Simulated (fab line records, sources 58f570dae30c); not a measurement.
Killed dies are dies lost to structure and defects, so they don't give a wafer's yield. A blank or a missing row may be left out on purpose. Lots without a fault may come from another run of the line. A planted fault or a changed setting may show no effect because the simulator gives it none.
Which tool did it? | flow berkeley_cmos170 | 14 lots, 42 wafers sampled, at 2 steps of a route of 331

WHAT THE GAUGES READ, wafer by wafer
UCB170_CONTACT_CD_MEAS_15: target cd 700 nm.
lot  | measured     | on        | cd_nm (nm)
L702 | day 7 08:10  | cd_sem-01 | 702.2 701.0 701.8
L701 | day 7 08:25  | cd_sem-02 | 700.3 700.9 701.6
L703 | day 7 12:59  | cd_sem-01 | 700.3 700.0 700.6
L706 | day 7 21:10  | cd_sem-01 | 702.1 702.0 703.0
L704 | day 8 00:17  | cd_sem-01 | 697.1 698.3 699.0
L705 | day 8 00:28  | cd_sem-02 | 702.1 702.1 701.4
L708 | day 8 10:13  | cd_sem-02 | 699.4 699.9 700.0
L707 | day 8 10:51  | cd_sem-01 | 699.0 700.0 699.1
L709 | day 8 13:04  | cd_sem-02 | 703.1 702.6 703.6
L714 | day 9 11:38  | cd_sem-01 | 707.6 708.2 707.2
L715 | day 10 05:25 | cd_sem-02 | 705.7 705.3 706.2
L717 | day 10 06:27 | cd_sem-02 | 700.1 700.0 700.6
L720 | day 10 18:03 | cd_sem-02 | 701.3 700.4 699.4
L724 | day 11 20:44 | cd_sem-01 | 697.1 697.8 696.7

WHICH TOOL RAN EACH LOT (tool, then ch and the chambers of the sampled wafers, then the start)
lot  | UCB170_CONTACT_PEB_13
L702 | litho_track-04 ch 0, day 7 07:53
L701 | litho_track-03 ch 0, day 7 08:09
L703 | litho_track-04 ch 0, day 7 12:43
L706 | litho_track-04 ch 0, day 7 20:53
L704 | litho_track-02 ch 0, day 7 23:00
L705 | litho_track-02 ch 0, day 8 00:00
L708 | litho_track-02 ch 0, day 8 09:56
L707 | litho_track-04 ch 0, day 8 10:35
L709 | litho_track-03 ch 0, day 8 12:47
L714 | litho_track-02 ch 0, day 9 11:23
L715 | litho_track-02 ch 0, day 10 05:08
L717 | litho_track-03 ch 0, day 10 06:11
L720 | litho_track-04 ch 0, day 10 17:44
L724 | litho_track-03 ch 0, day 11 20:28
- UCB170_CONTACT_PEB_13

WHAT THE TOOLS THEMSELVES READ (means of the sampled wafers that have a number; where no wafer has one, the mark that the record gives instead)
UCB170_CONTACT_PEB_13.
lot  | tool           | chill_plate_temp_C (C)
L702 | litho_track-04 | 23.02
L701 | litho_track-03 | 23.02
L703 | litho_track-04 | 23.03
L706 | litho_track-04 | 23.11
L704 | litho_track-02 | 23.02
L705 | litho_track-02 | 22.98
L708 | litho_track-02 | 23.17
L707 | litho_track-04 | 23.01
L709 | litho_track-03 | 23.09
L714 | litho_track-02 | 22.95
L715 | litho_track-02 | 23.11
L717 | litho_track-03 | 23.07
L720 | litho_track-04 | 23.09
L724 | litho_track-03 | 23.10

THE ANSWER, worked out from the rows above alone
Rule: what is usual is taken from the lots themselves. Put in order of their means at a reading, lots are off if they are a third of the lots or fewer, leave a main group of 4 or more, and stand apart from it by a gap of 3 or more times the standard deviation of the main group's means; of several such gaps the widest counts. A main group whose means are all the same, to the digits that the tables above print for the reading, isn't used. A lot without any number at a reading at which 4 lots or more have one is off too. The other lots that the step has rows for count as sound. The gauges are gone through in route order, then the tools' own readings, and for those a lot's mean is taken as printed above. The first step at which some lot is off is used, and at that step the reading that is off furthest; a lot without a number counts as furthest.
No lot is off at any reading shown: from this, nothing can be told.

WHAT THE SIMULATOR HAD PUT IN
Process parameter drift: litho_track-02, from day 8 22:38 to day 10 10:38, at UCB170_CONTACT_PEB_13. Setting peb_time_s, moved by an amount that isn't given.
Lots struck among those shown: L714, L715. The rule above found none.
